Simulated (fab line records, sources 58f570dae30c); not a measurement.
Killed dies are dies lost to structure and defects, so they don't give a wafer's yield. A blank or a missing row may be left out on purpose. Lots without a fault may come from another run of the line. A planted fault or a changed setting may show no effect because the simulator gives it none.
Which tool did it? | flow berkeley_cmos170 | 14 lots, 42 wafers sampled, at 5 steps of a route of 331

WHAT THE GAUGES READ, wafer by wafer
UCB170_CONTACT_CD_MEAS_15: target cd 700 nm.
lot  | measured     | on        | cd_nm (nm)
L901 | day 7 10:47  | cd_sem-02 | 701.0 701.2 700.0
L900 | day 7 12:13  | cd_sem-02 | 700.6 701.0 701.5
L899 | day 7 12:32  | cd_sem-01 | 702.4 701.1 701.5
L902 | day 7 23:31  | cd_sem-02 | 701.4 701.4 701.2
L903 | day 8 08:37  | cd_sem-02 | 699.0 698.9 699.9
L905 | day 9 03:28  | cd_sem-02 | 699.2 699.6 699.6
L910 | day 9 13:00  | cd_sem-01 | 700.6 701.8 701.8
L909 | day 10 08:08 | cd_sem-01 | 698.7 698.8 697.8
L911 | day 9 18:41  | cd_sem-01 | 699.6 700.3 700.2
L916 | day 10 18:56 | cd_sem-01 | 699.9 700.0 700.1
L914 | day 10 19:11 | cd_sem-02 | 700.1 700.7 698.7
L918 | day 10 23:04 | cd_sem-01 | 701.1 701.3 699.8
L917 | day 10 23:20 | cd_sem-01 | 697.6 698.5 698.1
L920 | day 12 08:02 | cd_sem-01 | 696.5 697.1 697.5

UCB170_M1_CD_MEAS_90: target cd 700 nm.
lot  | measured     | on        | cd_nm (nm)
L901 | day 7 13:35  | cd_sem-02 | 701.4 703.7 701.5
L900 | day 7 14:48  | cd_sem-02 | 701.7 700.2 700.7
L899 | day 7 14:54  | cd_sem-01 | 698.7 700.6 700.1
L902 | day 8 03:55  | cd_sem-02 | 701.0 702.1 698.7
L903 | day 8 10:51  | cd_sem-02 | 702.7 701.1 703.6
L905 | day 9 06:02  | cd_sem-02 | 699.7 696.0 700.7
L910 | day 9 15:53  | cd_sem-01 | 702.8 699.9 703.0
L909 | day 10 10:45 | cd_sem-01 | 683.1 682.3 678.8
L911 | day 9 22:42  | cd_sem-02 | 703.2 698.9 700.8
L916 | day 10 22:49 | cd_sem-02 | 679.4 682.3 681.4
L914 | day 10 23:04 | cd_sem-02 | 680.6 683.4 681.3
L918 | day 11 01:17 | cd_sem-01 | 698.0 695.2 697.5
L917 | day 11 01:34 | cd_sem-02 | 700.8 698.5 697.9
L920 | day 12 10:41 | cd_sem-01 | 704.3 702.3 703.6

WHICH TOOL RAN EACH LOT (tool, then ch and the chambers of the sampled wafers, then the start)
lot  | UCB170_BACKSIDE_STRIP_03             | UCB170_M1_METAL_ETCH_12           | UCB170_M1_STRIP_13
L901 | plasma_asher-03 ch 0,1, day 7 04:35  | rie_metal-01 ch 0,1, day 7 13:22  | plasma_asher-01 ch 0,1, day 7 13:29
L900 | plasma_asher-02 ch 0,1, day 7 05:02  | rie_metal-02 ch 0,1, day 7 14:33  | plasma_asher-02 ch 0,1, day 7 14:41
L899 | plasma_asher-03 ch 0,1, day 7 05:29  | rie_metal-01 ch 0,1, day 7 14:40  | plasma_asher-01 ch 0,1, day 7 14:48
L902 | plasma_asher-03 ch 0,1, day 7 16:44  | rie_metal-02 ch 0,1, day 8 03:40  | plasma_asher-02 ch 0,1, day 8 03:47
L903 | plasma_asher-02 ch 0,1, day 8 00:24  | rie_metal-03 ch 0,1, day 8 10:37  | plasma_asher-04 ch 0,1, day 8 10:45
L905 | plasma_asher-03 ch 0,1, day 8 21:58  | rie_metal-03 ch 0,1, day 9 05:47  | plasma_asher-01 ch 0,1, day 9 05:55
L910 | plasma_asher-03 ch 0,1, day 9 06:56  | rie_metal-03 ch 0,1, day 9 15:38  | plasma_asher-01 ch 0,1, day 9 15:45
L909 | plasma_asher-03 ch 0, day 9 10:58    | rie_metal-03 ch 0,1, day 10 10:31 | plasma_asher-02 ch 0,1, day 10 10:39
L911 | plasma_asher-03 ch 0,1, day 9 13:30  | rie_metal-03 ch 0,1, day 9 22:28  | plasma_asher-01 ch 0,1, day 9 22:35
L916 | plasma_asher-02 ch 0,1, day 10 13:07 | rie_metal-03 ch 0,1, day 10 22:34 | plasma_asher-01 ch 0,1, day 10 22:42
L914 | plasma_asher-02 ch 1, day 10 13:23   | rie_metal-03 ch 0,1, day 10 22:50 | plasma_asher-01 ch 0,1, day 10 22:58
L918 | plasma_asher-03 ch 0,1, day 10 13:50 | rie_metal-02 ch 0,1, day 11 01:02 | plasma_asher-02 ch 0,1, day 11 01:10
L917 | plasma_asher-02 ch 0,1, day 10 13:50 | rie_metal-01 ch 0,1, day 11 01:19 | plasma_asher-02 ch 0,1, day 11 01:26
L920 | plasma_asher-03 ch 0,1, day 12 00:55 | rie_metal-02 ch 0,1, day 12 10:27 | plasma_asher-02 ch 0,1, day 12 10:34
- UCB170_BACKSIDE_STRIP_03: strips in O2.
- UCB170_M1_METAL_ETCH_12: etches Al in Cl2/BCl3, stops on PSG, target depth 780 nm, time 130 s.
- UCB170_M1_STRIP_13: strips in O2.

WHAT THE TOOLS THEMSELVES READ (means of the sampled wafers that have a number; where no wafer has one, the mark that the record gives instead)
UCB170_BACKSIDE_STRIP_03.
lot  | tool            | chamber_pressure_mTorr (mTorr) | drypump_motor_current_A (A) | oes_product_au (a.u.) | strip_time_to_endpoint_s (s)
L901 | plasma_asher-03 | 3500.4                         | 5.5                         | 0.732                 | 22.05
L900 | plasma_asher-02 | 3497.5                         | 5.6                         | 0.733                 | 21.94
L899 | plasma_asher-03 | 3499.4                         | 5.5                         | 0.734                 | 21.96
L902 | plasma_asher-03 | 3500.1                         | 5.5                         | 0.738                 | 21.97
L903 | plasma_asher-02 | 3499.6                         | 5.6                         | 0.736                 | 21.98
L905 | plasma_asher-03 | 3498.1                         | 5.5                         | 0.736                 | 21.93
L910 | plasma_asher-03 | 3502.3                         | 5.5                         | 0.734                 | 21.94
L909 | plasma_asher-03 | 3500.6                         | 5.5                         | 0.734                 | 22.11
L911 | plasma_asher-03 | 3499.3                         | 5.5                         | 0.736                 | 21.90
L916 | plasma_asher-02 | 3500.7                         | 5.6                         | 0.736                 | 22.04
L914 | plasma_asher-02 | 3498.1                         | 5.9                         | 0.733                 | 21.95
L918 | plasma_asher-03 | 3501.0                         | 5.5                         | 0.732                 | 22.07
L917 | plasma_asher-02 | 3498.5                         | 5.4                         | 0.736                 | 21.98
L920 | plasma_asher-03 | 3501.6                         | 5.5                         | 0.730                 | 21.95

UCB170_M1_METAL_ETCH_12.
lot  | tool         | chamber_pressure_mTorr (mTorr) | drypump_motor_current_A (A) | oes_product_au (a.u.) | run_length_s (s) | throttle_valve_pct (%)
L901 | rie_metal-01 | 12.004                         | 6.0                         | 0.845                 | 158.4            | 24.48
L900 | rie_metal-02 | 12.000                         | 5.5                         | 0.866                 | 158.5            | 24.33
L899 | rie_metal-01 | 12.002                         | 6.0                         | 0.833                 | 158.5            | 24.49
L902 | rie_metal-02 | 12.001                         | 5.5                         | 0.863                 | 158.1            | 24.29
L903 | rie_metal-03 | 12.007                         | 6.0                         | 0.864                 | 158.0            | 24.38
L905 | rie_metal-03 | 11.992                         | 6.0                         | 0.876                 | 157.8            | 24.36
L910 | rie_metal-03 | 11.995                         | 6.0                         | 0.876                 | 157.9            | 24.37
L909 | rie_metal-03 | 11.996                         | 6.0                         | 0.694                 | 234.5            | 24.46
L911 | rie_metal-03 | 12.003                         | 6.0                         | 0.866                 | 157.8            | 24.44
L916 | rie_metal-03 | 12.003                         | 6.0                         | 0.686                 | 234.4            | 24.46
L914 | rie_metal-03 | 11.996                         | 5.9                         | 0.691                 | 234.1            | 24.53
L918 | rie_metal-02 | 12.004                         | 5.6                         | 0.870                 | 158.7            | 24.34
L917 | rie_metal-01 | 11.994                         | 5.6                         | 0.841                 | 158.4            | 24.55
L920 | rie_metal-02 | 11.999                         | 5.5                         | 0.866                 | 158.7            | 24.33

UCB170_M1_STRIP_13.
lot  | tool            | chamber_pressure_mTorr (mTorr) | drypump_motor_current_A (A) | oes_product_au (a.u.)
L901 | plasma_asher-01 | 3503.2                         | 6.0                         | 0.718
L900 | plasma_asher-02 | 3502.0                         | 5.6                         | 0.719
L899 | plasma_asher-01 | 3497.9                         | 6.0                         | 0.718
L902 | plasma_asher-02 | 3500.5                         | 5.6                         | 0.716
L903 | plasma_asher-04 | 3499.7                         | 6.2                         | 0.721
L905 | plasma_asher-01 | 3501.0                         | 6.2                         | 0.724
L910 | plasma_asher-01 | 3499.9                         | 6.0                         | 0.721
L909 | plasma_asher-02 | 3497.2                         | 5.6                         | 0.505
L911 | plasma_asher-01 | 3501.5                         | 6.0                         | 0.720
L916 | plasma_asher-01 | 3502.4                         | 6.0                         | 0.505
L914 | plasma_asher-01 | 3499.4                         | 6.2                         | 0.500
L918 | plasma_asher-02 | 3502.6                         | 5.6                         | 0.724
L917 | plasma_asher-02 | 3498.9                         | 5.4                         | 0.715
L920 | plasma_asher-02 | 3502.7                         | 5.6                         | 0.717

THE ANSWER, worked out from the rows above alone
Rule: what is usual is taken from the lots themselves. Put in order of their means at a reading, lots are off if they are a third of the lots or fewer, leave a main group of 4 or more, and stand apart from it by a gap of 3 or more times the standard deviation of the main group's means; of several such gaps the widest counts. A main group whose means are all the same, to the digits that the tables above print for the reading, isn't used. A lot without any number at a reading at which 4 lots or more have one is off too. The other lots that the step has rows for count as sound. The gauges are gone through in route order, then the tools' own readings, and for those a lot's mean is taken as printed above. The first step at which some lot is off is used, and at that step the reading that is off furthest; a lot without a number counts as furthest.
Off: L909, L916, L914, at UCB170_M1_CD_MEAS_90 (cd_nm). The main group: mean 700.6 nm, standard deviation 1.8.
A tool fits if, at a process step before that reading, it ran every lot that is off, and no sound lot after the first of them. The gauges at UCB170_M1_CD_MEAS_90 aren't tried: what is off there is off at UCB170_M1_METAL_ETCH_12 too, on other tools, and a gauge's error can't cause that. One fits: rie_metal-03 at UCB170_M1_METAL_ETCH_12. Its last sound lot is L911 (day 9 22:28), its first lot that is off L909 (day 10 10:31): a fault that began between those two fits.
The tool's own readings at UCB170_M1_METAL_ETCH_12 bear it out: on the lots that are off they differ by more than 5 times the standard deviation of the sound lots' means. oes_product_au reads 0.690 a.u. there against 0.861 a.u. on the sound lots; run_length_s reads 234.3 s there against 158.3 s on the sound lots.

WHAT THE SIMULATOR HAD PUT IN
Process parameter drift: rie_metal-03, from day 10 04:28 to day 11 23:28, at UCB170_M1_METAL_ETCH_12. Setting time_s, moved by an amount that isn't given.
Lots struck among those shown: L909, L916, L914. The rule above found the same.
